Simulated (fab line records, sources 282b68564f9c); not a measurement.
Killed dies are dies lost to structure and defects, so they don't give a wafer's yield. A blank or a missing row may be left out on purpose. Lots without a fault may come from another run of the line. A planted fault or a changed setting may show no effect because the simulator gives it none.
A struck lot beside a sound one | flow rit_cmos | 19 steps out of a route of 202
Sound: wafers L199.1, L199.3, L199.6. Struck: wafers L203.2, L203.3, L203.5. The cause comes at the end.
At each step with rows: each side's tool, then ch and its chambers, then its first start. Under that, the readings that differ: sound wafers | struck wafers | difference of the means | sigmas: that difference in standard deviations of wafers without a fault.
alike: readings whose means differ by less than 2 such deviations, and words and numbers that are the same on both sides. not compared: withheld readings, readings that some wafer has no value for, bounds like >300 that may hide the same value, and numbers for which the record gives no deviation and whose values overlap.
The two part at a step that has a row with sigmas, a row that says differs or no value, or rows on one side only. Numbers that don't overlap but have no deviation are shown without sigmas and don't part them. A reading that every wafer of one side lacks parts them only if that side has two wafers or more.

RIT_SILICIDE_RS_MEAS_02: measures by four-point-probe.
  sound on film_metro-04, day 4 05:10; struck on film_metro-02, day 5 08:43
  alike: SILICIDE_TI_RS
RIT_SILICIDE_THK_MEAS_03: measures by xrf.
  sound on film_metro-04, day 4 05:17; struck on film_metro-02, day 5 08:49
  alike: SILICIDE_TI_THK
RIT_SILICIDE_RTA_04: time 10 s, ramp up 5 s, ramp down 5 s.
  sound on rtp_anneal-01 ch 0, day 4 05:21; struck on rtp_anneal-01 ch 0, day 5 08:53
  alike: wafer_temp_C_max
then, 1 step without rows for these wafers: RIT_SILICIDE_WET_ETCH_05 (etches Ti in SPM, time 120 s).
RIT_SILICIDE_RTA_06: time 10 s, ramp up 5 s, ramp down 10 s.
  sound on rtp_anneal-02 ch 0, day 4 05:28; struck on rtp_anneal-01 ch 0, day 5 08:59
  reading          | sound             | struck            | difference | sigmas
  wafer_temp_C_max | 751.7 751.1 751.8 | 755.6 755.4 755.9 | +4.1       | +2
RIT_CONTACT_CVD_00: deposits SiO2 from TEOS, target thk 400 nm, time 61 s.
  sound on pecvd-04 ch 0,1,2, day 4 05:32; struck on pecvd-02 ch 1,2, day 5 09:02
  reading            | sound       | struck      | difference | sigmas
  heater_power_w (W) | 306 360 383 | 239 238 252 | -107       | -2
RIT_CONTACT_THK_MEAS_01:
  sound on film_metro-02, day 4 05:35; struck on film_metro-03, day 5 09:06
  alike: CONTACT_TEOS_THK
then, 5 steps without rows for these wafers: RIT_CONTACT_HMDS_02 (prime time 60 s); RIT_CONTACT_COAT_03 (resist thk 1000 nm); RIT_CONTACT_SOFTBAKE_04 (time 60 s); RIT_CONTACT_EXPOSE_05 (exposes mask M11, target cd 1000 nm); RIT_CONTACT_PEB_06.
RIT_CONTACT_DEVELOP_07: develop time 120 s.
  sound on litho_track-04 ch 0, day 4 06:00; struck on litho_track-04 ch 0, day 5 10:00
  reading              | sound             | struck            | difference | sigmas
  developer_temp_C (C) | 22.82 22.79 23.05 | 25.23 25.31 25.31 | +2.40      | +24
RIT_CONTACT_CD_MEAS_08: target cd 1000 nm.
  sound on cd_sem-02, day 4 06:36; struck on cd_sem-02, day 5 10:16
  reading    | sound             | struck            | difference | sigmas
  cd_nm (nm) | 997.7 997.9 998.8 | 988.8 987.6 990.3 | -9.2       | -4
RIT_CONTACT_OVL_MEAS_09:
  sound on overlay-01, day 4 06:43; struck on overlay-02, day 5 10:22
  alike: CONTACT_OVL
then, 1 step without rows for these wafers: RIT_CONTACT_HARDBAKE_10 (time 60 s).
RIT_CONTACT_ETCH_11: etches SiO2 in CHF3/CF4/Ar, stops on TiSi2, target depth 480 nm, time 320 s.
  sound on rie_diel-04 ch 0,3, day 4 06:55; struck on rie_diel-04 ch 0,2, day 5 10:33
  reading                  | sound             | struck            | difference | sigmas
  model.CONTACT.cd_nm (nm) | 997.5 997.9 998.8 | 988.5 987.8 989.9 | -9.3       |
  alike: O2_flow_sccm, drypump_motor_current_A, oes_product_au, throttle_valve_pct
  not compared: rf_hours_counter_h
RIT_CONTACT_STRIP_12: strips in O2, time 180 s.
  sound on plasma_asher-01 ch 0,1, day 4 07:07; struck on plasma_asher-04 ch 0,1, day 5 10:44
  alike: drypump_motor_current_A
  not compared: rf_hours_counter_h
RIT_M1_PROBE_99:
  sound on prober-02, day 4 12:01; struck on prober-02, day 5 15:45
  reading                                    | sound             | struck            | difference | sigmas
  model.etest.contact_to_gate.bv_left_v (V)  | 90.6 91.58 90.14  | 92.15 97.99 93.24 | +3.69      |
  model.etest.contact_to_gate.bv_right_v (V) | 90.62 89.86 89.39 | 92.59 95.76 94.57 | +4.35      |
  alike: killed_at_contacts, killed_at_front_end, killed_dies, killed_open, killed_short

WHERE THEY PART
First at RIT_SILICIDE_RTA_06; last, within this record, at RIT_CONTACT_CD_MEAS_08. Later steps at which nothing parts them and some readings are alike: RIT_CONTACT_OVL_MEAS_09, RIT_CONTACT_ETCH_11, RIT_CONTACT_STRIP_12, RIT_M1_PROBE_99.

WHY: what the simulator had put in
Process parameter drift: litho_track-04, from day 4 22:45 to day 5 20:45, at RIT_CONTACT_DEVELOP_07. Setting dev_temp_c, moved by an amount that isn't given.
